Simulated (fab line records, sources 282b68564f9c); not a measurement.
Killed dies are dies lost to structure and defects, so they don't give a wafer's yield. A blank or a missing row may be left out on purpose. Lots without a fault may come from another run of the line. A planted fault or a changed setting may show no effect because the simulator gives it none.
Which tool did it? | flow rit_cmos | 14 lots, 42 wafers sampled, at 3 steps of a route of 202

WHAT THE GAUGES READ, wafer by wafer
RIT_PSD_TW_MEAS_10.
lot  | measured    | on            | PSD_TW
L356 | day 3 16:46 | film_metro-04 | 3398 3407 3419
L357 | day 3 16:53 | film_metro-02 | 3434 3433 3459
L359 | day 4 03:59 | film_metro-02 | 3454 3460 3463
L360 | day 4 07:59 | film_metro-03 | 3438 3416 3431
L361 | day 4 10:34 | film_metro-03 | 3447 3427 3452
L362 | day 4 14:47 | film_metro-03 | 3449 3445 3455
L367 | day 6 06:15 | film_metro-03 | 3587 3574 3576 3567 3567 3591
L368 | day 6 12:02 | film_metro-02 | 3561 3587 3561 3540 3562 3543
L370 | day 6 15:24 | film_metro-04 | 3434 3427 3431
L373 | day 7 06:32 | film_metro-03 | 3462 3471 3480
L374 | day 7 11:16 | film_metro-04 | 3422 3406 3408
L376 | day 7 18:29 | film_metro-04 | 3405 3410 3431
L377 | day 7 23:43 | film_metro-02 | 3458 3462 3458
L378 | day 8 02:19 | film_metro-02 | 3460 3470 3452

RIT_SDANNEAL_RS_MEAS_04: measures by four-point-probe.
lot  | measured    | on            | PSD_RS (ohm/sq)
L356 | day 3 17:16 | film_metro-04 | 116.05 116.06 115.99
L357 | day 3 17:22 | film_metro-03 | 115.75 116.16 116.00
L359 | day 4 04:30 | film_metro-03 | 115.90 116.25 116.21
L360 | day 4 08:29 | film_metro-02 | 116.10 115.75 115.91
L361 | day 4 11:15 | film_metro-02 | 116.36 115.91 116.32
L362 | day 4 15:19 | film_metro-03 | 115.70 115.93 116.23
L367 | day 6 11:01 | film_metro-03 | 110.34 110.22 110.26 110.34 110.08 110.16
L368 | day 6 19:41 | film_metro-02 | 110.76 110.95 110.89 110.52 110.92 110.89
L370 | day 6 15:53 | film_metro-04 | 116.20 115.90 115.85
L373 | day 7 07:14 | film_metro-02 | 116.37 116.29 116.40
L374 | day 7 11:56 | film_metro-02 | 116.58 116.24 116.33
L376 | day 7 19:11 | film_metro-02 | 115.59 115.73 115.69
L377 | day 8 00:13 | film_metro-02 | 116.33 116.30 116.15
L378 | day 8 02:50 | film_metro-02 | 115.99 115.82 115.75

WHICH TOOL RAN EACH LOT (tool, then ch and the chambers of the sampled wafers, then the start)
lot  | RIT_PSD_IMPLANT_08
L356 | implanter-02 ch 0, day 3 16:27
L357 | implanter-03 ch 0, day 3 16:34
L359 | implanter-02 ch 0, day 4 03:39
L360 | implanter-02 ch 0, day 4 07:40
L361 | implanter-02 ch 0, day 4 10:17
L362 | implanter-02 ch 0, day 4 14:29
L367 | implanter-02 ch 0, day 6 05:55
L368 | implanter-02 ch 0, day 6 11:34
L370 | implanter-03 ch 0, day 6 15:05
L373 | implanter-03 ch 0, day 7 06:14
L374 | implanter-01 ch 0, day 7 10:56
L376 | implanter-01 ch 0, day 7 18:11
L377 | implanter-01 ch 0, day 7 23:23
L378 | implanter-01 ch 0, day 8 01:59
- RIT_PSD_IMPLANT_08

WHAT THE TOOLS THEMSELVES READ (means of the sampled wafers that have a number; where no wafer has one, the mark that the record gives instead)
RIT_PSD_IMPLANT_08.
lot  | tool         | beam_on_s (s) | dose_ions_cm2 | end_station_pressure_torr (Torr) | tilt_deg (degrees)
L356 | implanter-02 | 12.9          | 4.996e+15     | 1.36e-05                         | 6.970
L357 | implanter-03 | 14.6          | 5.000e+15     | 1.22e-05                         | 7.019
L359 | implanter-02 | 12.8          | 4.995e+15     | 1.43e-05                         | 6.999
L360 | implanter-02 | 12.6          | 4.999e+15     | 1.47e-05                         | 7.008
L361 | implanter-02 | 12.8          | 5.002e+15     | 1.45e-05                         | 7.019
L362 | implanter-02 | 12.7          | 4.995e+15     | 1.43e-05                         | 6.987
L367 | implanter-02 | 20.9          | 8.004e+15     | 1.29e-05                         | 6.996
L368 | implanter-02 | 20.4          | 7.996e+15     | 1.25e-05                         | 6.997
L370 | implanter-03 | 14.8          | 5.002e+15     | 1.21e-05                         | 6.986
L373 | implanter-03 | 15.0          | 5.002e+15     | 1.24e-05                         | 6.987
L374 | implanter-01 | 13.3          | 5.006e+15     | 1.33e-05                         | 7.024
L376 | implanter-01 | 13.3          | 5.004e+15     | 1.38e-05                         | 6.993
L377 | implanter-01 | 12.8          | 5.010e+15     | 1.42e-05                         | 6.977
L378 | implanter-01 | 13.2          | 4.998e+15     | 1.34e-05                         | 7.014

THE ANSWER, worked out from the rows above alone
Rule: what is usual is taken from the lots themselves. Put in order of their means at a reading, lots are off if they are a third of the lots or fewer, leave a main group of 4 or more, and stand apart from it by a gap of 3 or more times the standard deviation of the main group's means; of several such gaps the widest counts. A main group whose means are all the same, to the digits that the tables above print for the reading, isn't used. A lot without any number at a reading at which 4 lots or more have one is off too. The other lots that the step has rows for count as sound. The gauges are gone through in route order, then the tools' own readings, and for those a lot's mean is taken as printed above. The first step at which some lot is off is used, and at that step the reading that is off furthest; a lot without a number counts as furthest.
Off: L367, L368, at RIT_PSD_TW_MEAS_10 (PSD_TW). The main group: mean 3440, standard deviation 20.
A tool fits if, at a process step before that reading, it ran every lot that is off, and no sound lot after the first of them. The gauges at RIT_PSD_TW_MEAS_10 aren't tried: what is off there is off at RIT_PSD_IMPLANT_08 too, on other tools, and a gauge's error can't cause that. One fits: implanter-02 at RIT_PSD_IMPLANT_08. Its last sound lot is L362 (day 4 14:29), its first lot that is off L367 (day 6 05:55): a fault that began between those two fits.
The tool's own readings at RIT_PSD_IMPLANT_08 bear it out: on the lots that are off they differ by more than 5 times the standard deviation of the sound lots' means. beam_on_s reads 20.6 s there against 13.4 s on the sound lots; dose_ions_cm2 reads 8.000e+15 there against 5.001e+15 on the sound lots.

WHAT THE SIMULATOR HAD PUT IN
Process parameter drift: implanter-02, from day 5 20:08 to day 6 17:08, at RIT_PSD_IMPLANT_08. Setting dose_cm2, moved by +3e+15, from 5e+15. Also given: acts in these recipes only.
Lots struck among those shown: L367, L368. The rule above found the same.
